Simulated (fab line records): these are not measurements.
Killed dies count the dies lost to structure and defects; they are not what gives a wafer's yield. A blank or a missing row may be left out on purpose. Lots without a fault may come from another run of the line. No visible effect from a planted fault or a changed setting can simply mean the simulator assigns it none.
Lot-split experiment :: flow berkeley-cmos170 :: 23 wafers read from 5 lots, route of 331 steps

== ABOUT THE SPLIT ==
At UCB170_CONTACT_CVD_01 (deposits PSG from SiH4/O2/PH3, target thk 700 nm, time 2820 s), the setting pressure-mtorr was moved away from the recipe's 300 mTorr on 15 of the 23 wafers read, by -10.1% to +4.6%. This setting was run at the recipe's value on the other wafers.

No step appears in the file between the split and the reading.

== THE READING ==
Values of CONTACT_PSG_THK in nm from UCB170_CONTACT_THK_MEAS_02. Fault-free wafers of this fab line usually give 702 nm, standard deviation 4.9 nm.

wafer: L074.1
tool, chamber at the split: lpcvd-01, 1
pressure-mtorr as run, mTorr: 300
against the recipe: recipe
CONTACT_PSG_THK, nm: 705
against lot-mates on the recipe: -

wafer: L074.2
tool, chamber at the split: lpcvd-01, 1
pressure-mtorr as run, mTorr: 300
against the recipe: recipe
CONTACT_PSG_THK, nm: 702
against lot-mates on the recipe: -

wafer: L074.6
tool, chamber at the split: lpcvd-01, 1
pressure-mtorr as run, mTorr: 300
against the recipe: recipe
CONTACT_PSG_THK, nm: 694
against lot-mates on the recipe: -

wafer: L076.2
tool, chamber at the split: -, -
pressure-mtorr as run, mTorr: 313.8
against the recipe: +4.6%
CONTACT_PSG_THK, nm: 723
against lot-mates on the recipe: no lot-mate on the recipe

wafer: L076.3
tool, chamber at the split: -, -
pressure-mtorr as run, mTorr: 313.8
against the recipe: +4.6%
CONTACT_PSG_THK, nm: 725
against lot-mates on the recipe: no lot-mate on the recipe

wafer: L076.4
tool, chamber at the split: -, -
pressure-mtorr as run, mTorr: 313.8
against the recipe: +4.6%
CONTACT_PSG_THK, nm: 726
against lot-mates on the recipe: no lot-mate on the recipe

wafer: L076.5
tool, chamber at the split: -, -
pressure-mtorr as run, mTorr: 313.8
against the recipe: +4.6%
CONTACT_PSG_THK, nm: 720
against lot-mates on the recipe: no lot-mate on the recipe

wafer: L076.6
tool, chamber at the split: -, -
pressure-mtorr as run, mTorr: 313.8
against the recipe: +4.6%
CONTACT_PSG_THK, nm: 720
against lot-mates on the recipe: no lot-mate on the recipe

wafer: L078.1
tool, chamber at the split: -, -
pressure-mtorr as run, mTorr: 269.7
against the recipe: -10.1%
CONTACT_PSG_THK, nm: 670
against lot-mates on the recipe: no lot-mate on the recipe

wafer: L078.2
tool, chamber at the split: -, -
pressure-mtorr as run, mTorr: 269.7
against the recipe: -10.1%
CONTACT_PSG_THK, nm: 670
against lot-mates on the recipe: no lot-mate on the recipe

wafer: L078.4
tool, chamber at the split: -, -
pressure-mtorr as run, mTorr: 269.7
against the recipe: -10.1%
CONTACT_PSG_THK, nm: 674
against lot-mates on the recipe: no lot-mate on the recipe

wafer: L078.5
tool, chamber at the split: -, -
pressure-mtorr as run, mTorr: 269.7
against the recipe: -10.1%
CONTACT_PSG_THK, nm: 673
against lot-mates on the recipe: no lot-mate on the recipe

wafer: L078.6
tool, chamber at the split: -, -
pressure-mtorr as run, mTorr: 269.7
against the recipe: -10.1%
CONTACT_PSG_THK, nm: 673
against lot-mates on the recipe: no lot-mate on the recipe

wafer: L082.1
tool, chamber at the split: -, -
pressure-mtorr as run, mTorr: 300
against the recipe: recipe
CONTACT_PSG_THK, nm: 699
against lot-mates on the recipe: -

wafer: L082.3
tool, chamber at the split: -, -
pressure-mtorr as run, mTorr: 300
against the recipe: recipe
CONTACT_PSG_THK, nm: 697
against lot-mates on the recipe: -

wafer: L082.4
tool, chamber at the split: -, -
pressure-mtorr as run, mTorr: 300
against the recipe: recipe
CONTACT_PSG_THK, nm: 701
against lot-mates on the recipe: -

wafer: L082.5
tool, chamber at the split: -, -
pressure-mtorr as run, mTorr: 300
against the recipe: recipe
CONTACT_PSG_THK, nm: 698
against lot-mates on the recipe: -

wafer: L082.6
tool, chamber at the split: -, -
pressure-mtorr as run, mTorr: 300
against the recipe: recipe
CONTACT_PSG_THK, nm: 695
against lot-mates on the recipe: -

wafer: L083.1
tool, chamber at the split: -, -
pressure-mtorr as run, mTorr: 274.8
against the recipe: -8.4%
CONTACT_PSG_THK, nm: 674
against lot-mates on the recipe: no lot-mate on the recipe

wafer: L083.2
tool, chamber at the split: -, -
pressure-mtorr as run, mTorr: 274.8
against the recipe: -8.4%
CONTACT_PSG_THK, nm: 670
against lot-mates on the recipe: no lot-mate on the recipe

wafer: L083.4
tool, chamber at the split: -, -
pressure-mtorr as run, mTorr: 274.8
against the recipe: -8.4%
CONTACT_PSG_THK, nm: 669
against lot-mates on the recipe: no lot-mate on the recipe

wafer: L083.5
tool, chamber at the split: -, -
pressure-mtorr as run, mTorr: 274.8
against the recipe: -8.4%
CONTACT_PSG_THK, nm: 670
against lot-mates on the recipe: no lot-mate on the recipe

wafer: L083.6
tool, chamber at the split: -, -
pressure-mtorr as run, mTorr: 274.8
against the recipe: -8.4%
CONTACT_PSG_THK, nm: 669
against lot-mates on the recipe: no lot-mate on the recipe

THE FIT
A straight line over all 23 wafers: CONTACT_PSG_THK changes by +3.46 nm for each +1% of pressure-mtorr; r = +0.97; the points scatter about the line by 4.9 nm.
Too few moved wafers with a lot-mate on the recipe to fit a line net of each lot's own level.

== THE WHOLE CHAIN: every reading that the file lists as answering this split, in the file's order ==
step: UCB170_CONTACT_CVD_01
what it does: deposits PSG from SiH4/O2/PH3, target thk 700 nm, time 2820 s
reading: PSG_of_CONTACT_CVD_01.thk-nm (the simulator's own value, which no gauge read)
change (the file's fit): +3.53 nm for each +1% of the setting
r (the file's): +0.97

step: UCB170_CONTACT_THK_MEAS_02
what it does: 
reading: CONTACT_PSG_THK
change (the file's fit): +3.48 for each +1% of the setting
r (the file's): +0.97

== FILE'S OWN FIT ==
CONTACT_PSG_THK changes by +3.48 nm for each +1% of pressure-mtorr, r = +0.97.
